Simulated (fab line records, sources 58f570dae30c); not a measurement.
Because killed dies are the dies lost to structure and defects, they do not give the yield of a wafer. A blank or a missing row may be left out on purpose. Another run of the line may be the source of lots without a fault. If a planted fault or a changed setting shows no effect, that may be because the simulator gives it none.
Which of the tools did it? / flow berkeleyCmos170 / 14 lots, 41 wafers sampled, at 2 steps of a route of 331

## WHAT THE GAUGES SHOWED, per wafer
UCB170_PLDD_OVL_MEAS_07.
lot=L853; measured=day 7 22:14; on=overlay-02; PLDD_OVL (nm)=-2 2 -3
lot=L857; measured=day 8 07:10; on=overlay-01; PLDD_OVL (nm)=-4 -9 -3
lot=L855; measured=day 8 07:21; on=overlay-02; PLDD_OVL (nm)=10 3 7
lot=L856; measured=day 8 07:55; on=overlay-02; PLDD_OVL (nm)=-8 -3 -13
lot=L858; measured=day 8 08:05; on=overlay-01; PLDD_OVL (nm)=2 -6 4
lot=L859; measured=day 9 10:26; on=overlay-01; PLDD_OVL (nm)=1 0 1
lot=L865; measured=day 10 01:04; on=overlay-02; PLDD_OVL (nm)=-1 2 -4
lot=L862; measured=day 10 01:34; on=overlay-01; PLDD_OVL (nm)=-3 1 7
lot=L864; measured=day 10 01:42; on=overlay-02; PLDD_OVL (nm)=7 -3 7
lot=L863; measured=day 10 01:47; on=overlay-01; PLDD_OVL (nm)=4 9 13
lot=L861; measured=day 10 01:51; on=overlay-02; PLDD_OVL (nm)=-1 3 6
lot=L866; measured=day 10 01:58; on=overlay-01; PLDD_OVL (nm)=5 4
lot=L867; measured=day 10 12:25; on=overlay-01; PLDD_OVL (nm)=10 4 4
lot=L868; measured=day 10 12:32; on=overlay-02; PLDD_OVL (nm)=11 5 -2

UCB170_PSD_OVL_MEAS_07.
lot=L853; measured=day 8 08:22; on=overlay-02; PSD_OVL (nm)=6 1 4
lot=L857; measured=day 8 18:19; on=overlay-02; PSD_OVL (nm)=-1 -7 -17
lot=L855; measured=day 8 17:35; on=overlay-02; PSD_OVL (nm)=0 2 1
lot=L856; measured=day 8 18:06; on=overlay-02; PSD_OVL (nm)=8 9 10
lot=L858; measured=day 8 17:55; on=overlay-01; PSD_OVL (nm)=-3 -11 2
lot=L859; measured=day 9 21:21; on=overlay-01; PSD_OVL (nm)=-2 0 2
lot=L865; measured=day 10 10:46; on=overlay-01; PSD_OVL (nm)=5 4 -3
lot=L862; measured=day 10 11:02; on=overlay-02; PSD_OVL (nm)=-1 -1 -1
lot=L864; measured=day 10 11:40; on=overlay-01; PSD_OVL (nm)=-11 -2 -16
lot=L863; measured=day 10 11:35; on=overlay-02; PSD_OVL (nm)=4 8 4
lot=L861; measured=day 10 11:52; on=overlay-02; PSD_OVL (nm)=-4 1 -2
lot=L866; measured=day 10 15:07; on=overlay-01; PSD_OVL (nm)=-10 -5
lot=L867; measured=day 11 00:26; on=overlay-01; PSD_OVL (nm)=3 2 4
lot=L868; measured=day 11 00:43; on=overlay-02; PSD_OVL (nm)=-10 -4 -11

## EACH LOT AND THE TOOL THAT RAN IT (in order: tool; ch and the chambers of the sampled wafers; start)
Before these readings, the record contains no process step.

## WHAT THE TOOLS THEMSELVES READ (means of the sampled wafers that have a number; where no wafer has one, the mark that the record gives instead)
The record holds no such reading with a usual standard deviation.

## THE ANSWER, worked out from the rows above alone
Rule: usual is defined by the lots themselves. Put in order of their means at a reading, lots are off if they are a third of the lots or fewer, leave a main group of 4 or more, and stand apart from it by a gap of 3 or more times the standard deviation of the main group's means; of several such gaps the widest counts. A main group whose means are all the same, to the digits that the tables above print for the reading, isn't used. Also off: a lot with no number at a reading for which 4 or more lots have one. Where the step has rows for the other lots, those lots are counted as sound. The gauges are gone through in route order, then the tools' own readings, and for those a lot's mean is taken as printed above. The first step at which some lot is off is used, and at that step the reading that is off furthest; a lot without a number counts as furthest.
No lot is off on any of the readings shown, so nothing can be concluded from this.

## WHAT HAD BEEN PUT IN BY THE SIMULATOR
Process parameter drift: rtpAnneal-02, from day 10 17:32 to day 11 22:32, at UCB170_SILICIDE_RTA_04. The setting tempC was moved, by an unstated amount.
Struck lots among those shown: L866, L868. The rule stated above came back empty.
